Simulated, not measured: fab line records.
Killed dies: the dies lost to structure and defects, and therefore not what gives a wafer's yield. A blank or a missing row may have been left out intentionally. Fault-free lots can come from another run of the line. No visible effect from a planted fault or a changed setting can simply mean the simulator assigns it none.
What tool caused it? | flow berkeley cmos170 | 42 wafers sampled from 14 lots at 1 step of a route of 331

WHAT EACH GAUGE READ, for each wafer
UCB170_CONTACT_CD_MEAS_90 targets a cd of 700 nm. Usual: cd nm 699.5 nm, standard deviation 1.4.
lot  | measured     | on        | cd nm (nm)        | flag
L142 | day 7 11:23  | cd sem-02 | 700.6 701.4 700.3 |
L143 | day 7 12:24  | cd sem-01 | 698.8 698.6 699.6 |
L146 | day 8 01:22  | cd sem-02 | 701.8 701.1 702.0 |
L145 | day 8 01:53  | cd sem-01 | 698.3 698.8 698.8 |
L148 | day 8 16:14  | cd sem-01 | 700.1 700.8 699.6 |
L150 | day 9 08:23  | cd sem-02 | 698.1 696.9 697.9 |
L153 | day 9 15:45  | cd sem-02 | 697.7 697.7 697.8 |
L151 | day 9 18:46  | cd sem-01 | 699.8 700.9 700.5 |
L152 | day 9 19:05  | cd sem-01 | 699.2 699.9 699.7 |
L157 | day 10 12:26 | cd sem-02 | 697.9 699.7 698.3 |
L155 | day 10 12:47 | cd sem-01 | 697.6 699.1 698.2 |
L158 | day 10 15:28 | cd sem-01 | 699.3 699.4 698.4 |
L160 | day 10 17:25 | cd sem-02 | 699.2 700.8 702.3 |
L163 | day 11 21:23 | cd sem-02 | 699.2 700.8 700.1 |

WHAT TOOL EACH LOT RAN ON (gives the tool, then ch and the chambers of the sampled wafers, and finally the start)
The record holds no process step before these readings.

AS READ BY THE TOOLS THEMSELVES (means over the sampled wafers that have a number; for cases with no such wafer, the mark the record gives instead)
The record holds no such reading with a usual standard deviation.

THE ANSWER, worked out from the rows above alone
Rule: a lot is off if the mean of its wafers that have a number lies more than 3 standard deviations from the usual mean. A lot without any number at a reading at which 4 lots or more have one is off too. Any other lot the step has rows for is counted as sound. Order of review: gauges by route order, followed by the tools' own readings, for which a lot's mean as printed above is used. At the first step where some lot is off, the reading lying furthest off is the one used; lots without a number count as furthest.
No lot is off at any reading shown: from this, nothing can be told.

WHAT THE SIMULATOR HAD INSERTED
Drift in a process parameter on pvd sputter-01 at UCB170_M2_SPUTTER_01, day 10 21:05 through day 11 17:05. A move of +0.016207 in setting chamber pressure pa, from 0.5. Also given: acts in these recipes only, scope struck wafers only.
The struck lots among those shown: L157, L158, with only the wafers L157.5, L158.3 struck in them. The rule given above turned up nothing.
